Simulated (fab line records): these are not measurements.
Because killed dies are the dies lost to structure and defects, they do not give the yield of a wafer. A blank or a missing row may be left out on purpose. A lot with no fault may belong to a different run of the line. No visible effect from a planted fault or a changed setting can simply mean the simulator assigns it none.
Tool commonality check || flow berkeley_cmos170 || 42 wafers sampled across 14 lots

## WHY IT WAS OPENED
2 of 14 lots carry a flag on the reading NSD_TW at UCB170_NSD_TW_MEAS_10. No-fault wafers: 4189, standard deviation 25.
Rule: a lot gets a flag if all its wafers with a number sit over 4 standard deviations from that mean, or if no wafer of it has a number. The rest of the lots are taken to be sound.

{"lot": "L829", "measured": "day 8 01:33", "on": "film_metro-01", "NSD_TW, wafer by wafer": "4159 4156 4158", "flag": ""}
{"lot": "L827", "measured": "day 8 01:47", "on": "film_metro-02", "NSD_TW, wafer by wafer": "4211 4205 4209", "flag": ""}
{"lot": "L830", "measured": "day 8 17:36", "on": "film_metro-01", "NSD_TW, wafer by wafer": "4165 4171 4155", "flag": ""}
{"lot": "L838", "measured": "day 10 00:50", "on": "film_metro-04", "NSD_TW, wafer by wafer": "30 30 30", "flag": "FLAGGED"}
{"lot": "L839", "measured": "day 10 01:04", "on": "film_metro-01", "NSD_TW, wafer by wafer": "30 30 30", "flag": "FLAGGED"}
{"lot": "L842", "measured": "day 11 00:20", "on": "film_metro-02", "NSD_TW, wafer by wafer": "4214 4184 4200", "flag": ""}
{"lot": "L844", "measured": "day 11 00:48", "on": "film_metro-02", "NSD_TW, wafer by wafer": "4198 4212 4208", "flag": ""}
{"lot": "L843", "measured": "day 11 01:04", "on": "film_metro-04", "NSD_TW, wafer by wafer": "4196 4186 4154", "flag": ""}
{"lot": "L845", "measured": "day 11 11:05", "on": "film_metro-01", "NSD_TW, wafer by wafer": "4193 4203 4210", "flag": ""}
{"lot": "L848", "measured": "day 12 02:47", "on": "film_metro-02", "NSD_TW, wafer by wafer": "4211 4216 4208", "flag": ""}
{"lot": "L846", "measured": "day 12 02:54", "on": "film_metro-01", "NSD_TW, wafer by wafer": "4177 4165 4176", "flag": ""}
{"lot": "L847", "measured": "day 12 03:10", "on": "film_metro-04", "NSD_TW, wafer by wafer": "4139 4123 4121", "flag": ""}
{"lot": "L850", "measured": "day 12 03:16", "on": "film_metro-04", "NSD_TW, wafer by wafer": "4157 4166 4138", "flag": ""}
{"lot": "L849", "measured": "day 12 03:31", "on": "film_metro-01", "NSD_TW, wafer by wafer": "4186 4183 4179", "flag": ""}
The numbers of the flagged lots are 30 on average: -4159 against the usual, or -99 or more standard deviations.

## WHICH TOOL RAN EACH LOT
3 process steps preceding the reading are held in the record, out of 331 steps in the route. Each cell gives the tool, then ch followed by the chambers the sampled wafers passed through, then the start.
{"lot": "L829", "flag": "", "UCB170_PVT_STRIP_08": "plasma_asher-01 ch 0,1, day 6 21:48", "UCB170_PSD_STRIP_09": "plasma_asher-01 ch 0,1, day 7 23:25", "UCB170_NSD_STRIP_09": "plasma_asher-03 ch 0,1, day 8 01:26"}
{"lot": "L827", "flag": "", "UCB170_PVT_STRIP_08": "plasma_asher-01 ch 0,1, day 6 21:28", "UCB170_PSD_STRIP_09": "plasma_asher-04 ch 0,1, day 7 23:48", "UCB170_NSD_STRIP_09": "plasma_asher-02 ch 0,1, day 8 01:41"}
{"lot": "L830", "flag": "", "UCB170_PVT_STRIP_08": "plasma_asher-03 ch 0,1, day 7 06:56", "UCB170_PSD_STRIP_09": "plasma_asher-03 ch 0,1, day 8 12:40", "UCB170_NSD_STRIP_09": "plasma_asher-03 ch 0,1, day 8 17:30"}
{"lot": "L838", "flag": "FLAGGED", "UCB170_PVT_STRIP_08": "plasma_asher-03 ch 0,1, day 8 18:16", "UCB170_PSD_STRIP_09": "plasma_asher-03 ch 0,1, day 9 23:07", "UCB170_NSD_STRIP_09": "plasma_asher-04 ch 0,1, day 10 00:45"}
{"lot": "L839", "flag": "FLAGGED", "UCB170_PVT_STRIP_08": "plasma_asher-03 ch 0,1, day 8 19:45", "UCB170_PSD_STRIP_09": "plasma_asher-04 ch 0,1, day 9 23:09", "UCB170_NSD_STRIP_09": "plasma_asher-03 ch 0,1, day 10 00:58"}
{"lot": "L842", "flag": "", "UCB170_PVT_STRIP_08": "plasma_asher-04 ch 0,1, day 9 21:10", "UCB170_PSD_STRIP_09": "plasma_asher-04 ch 0,1, day 10 22:29", "UCB170_NSD_STRIP_09": "plasma_asher-03 ch 0,1, day 11 00:14"}
{"lot": "L844", "flag": "", "UCB170_PVT_STRIP_08": "plasma_asher-03 ch 0,1, day 9 21:08", "UCB170_PSD_STRIP_09": "plasma_asher-03 ch 0,1, day 10 22:41", "UCB170_NSD_STRIP_09": "plasma_asher-02 ch 0,1, day 11 00:41"}
{"lot": "L843", "flag": "", "UCB170_PVT_STRIP_08": "plasma_asher-04 ch 0,1, day 9 20:51", "UCB170_PSD_STRIP_09": "plasma_asher-01 ch 1, day 10 22:58", "UCB170_NSD_STRIP_09": "plasma_asher-04 ch 0, day 11 00:58"}
{"lot": "L845", "flag": "", "UCB170_PVT_STRIP_08": "plasma_asher-01 ch 0,1, day 10 03:43", "UCB170_PSD_STRIP_09": "plasma_asher-03 ch 0,1, day 11 09:16", "UCB170_NSD_STRIP_09": "plasma_asher-02 ch 0,1, day 11 11:01"}
{"lot": "L848", "flag": "", "UCB170_PVT_STRIP_08": "plasma_asher-04 ch 0,1, day 10 20:07", "UCB170_PSD_STRIP_09": "plasma_asher-01 ch 0,1, day 12 00:52", "UCB170_NSD_STRIP_09": "plasma_asher-03 ch 0,1, day 12 02:41"}
{"lot": "L846", "flag": "", "UCB170_PVT_STRIP_08": "plasma_asher-01 ch 0, day 10 20:11", "UCB170_PSD_STRIP_09": "plasma_asher-03 ch 0, day 12 01:07", "UCB170_NSD_STRIP_09": "plasma_asher-02 ch 0,1, day 12 02:48"}
{"lot": "L847", "flag": "", "UCB170_PVT_STRIP_08": "plasma_asher-03 ch 0,1, day 10 20:56", "UCB170_PSD_STRIP_09": "plasma_asher-04 ch 0,1, day 12 01:11", "UCB170_NSD_STRIP_09": "plasma_asher-04 ch 0,1, day 12 03:05"}
{"lot": "L850", "flag": "", "UCB170_PVT_STRIP_08": "plasma_asher-01 ch 0,1, day 10 20:34", "UCB170_PSD_STRIP_09": "plasma_asher-01 ch 0,1, day 12 01:18", "UCB170_NSD_STRIP_09": "plasma_asher-03 ch 0,1, day 12 03:10"}
{"lot": "L849", "flag": "", "UCB170_PVT_STRIP_08": "plasma_asher-03 ch 1, day 10 20:23", "UCB170_PSD_STRIP_09": "plasma_asher-04 ch 0,1, day 12 01:25", "UCB170_NSD_STRIP_09": "plasma_asher-02 ch 0,1, day 12 03:24"}
What is done by these steps:
- UCB170_PVT_STRIP_08: strips in O2.
- UCB170_PSD_STRIP_09: strips in O2.
- UCB170_NSD_STRIP_09: strips in O2.
- UCB170_NSD_TW_MEAS_10

## FLAGGED AGAINST TOTAL, ONE TOOL AT A TIME (gauges that did the reading follow at the end)
{"step": "UCB170_PVT_STRIP_08", "tool": "plasma_asher-01", "lots run": 5, "flagged": 0, "share of the flagged lots": "none", "sound lots run after its first flagged lot": "-"}
{"step": "UCB170_PVT_STRIP_08", "tool": "plasma_asher-03", "lots run": 6, "flagged": 2, "share of the flagged lots": "all", "sound lots run after its first flagged lot": "3 (L844,L849,L847)"}
{"step": "UCB170_PVT_STRIP_08", "tool": "plasma_asher-04", "lots run": 3, "flagged": 0, "share of the flagged lots": "none", "sound lots run after its first flagged lot": "-"}
{"step": "UCB170_PSD_STRIP_09", "tool": "plasma_asher-01", "lots run": 4, "flagged": 0, "share of the flagged lots": "none", "sound lots run after its first flagged lot": "-"}
{"step": "UCB170_PSD_STRIP_09", "tool": "plasma_asher-03", "lots run": 5, "flagged": 1, "share of the flagged lots": "some", "sound lots run after its first flagged lot": "3 (L844,L845,L846)"}
{"step": "UCB170_PSD_STRIP_09", "tool": "plasma_asher-04", "lots run": 5, "flagged": 1, "share of the flagged lots": "some", "sound lots run after its first flagged lot": "3 (L842,L847,L849)"}
{"step": "UCB170_NSD_STRIP_09", "tool": "plasma_asher-02", "lots run": 5, "flagged": 0, "share of the flagged lots": "none", "sound lots run after its first flagged lot": "-"}
{"step": "UCB170_NSD_STRIP_09", "tool": "plasma_asher-03", "lots run": 6, "flagged": 1, "share of the flagged lots": "some", "sound lots run after its first flagged lot": "3 (L842,L848,L850)"}
{"step": "UCB170_NSD_STRIP_09", "tool": "plasma_asher-04", "lots run": 3, "flagged": 1, "share of the flagged lots": "some", "sound lots run after its first flagged lot": "2 (L843,L847)"}
{"step": "UCB170_NSD_TW_MEAS_10", "tool": "film_metro-01", "lots run": 6, "flagged": 1, "share of the flagged lots": "some", "sound lots run after its first flagged lot": "3 (L845,L846,L849)"}
{"step": "UCB170_NSD_TW_MEAS_10", "tool": "film_metro-02", "lots run": 4, "flagged": 0, "share of the flagged lots": "none", "sound lots run after its first flagged lot": "-"}
{"step": "UCB170_NSD_TW_MEAS_10", "tool": "film_metro-04", "lots run": 4, "flagged": 1, "share of the flagged lots": "some", "sound lots run after its first flagged lot": "3 (L843,L847,L850)"}

## WHAT THE TABLE PERMITS
Rows of the table that ran each flagged lot: 1, that is plasma_asher-03 at UCB170_PVT_STRIP_08.
- plasma_asher-03 at UCB170_PVT_STRIP_08: 2 of its 6 lots flagged. Sound lots followed the first flagged one (L844, L849, L847) on it, something a lasting fault affecting the whole tool could not allow.
Not one row of the table ran every flagged lot while running no sound lot after the first.

## WHAT WAS PUT IN BY THE SIMULATOR
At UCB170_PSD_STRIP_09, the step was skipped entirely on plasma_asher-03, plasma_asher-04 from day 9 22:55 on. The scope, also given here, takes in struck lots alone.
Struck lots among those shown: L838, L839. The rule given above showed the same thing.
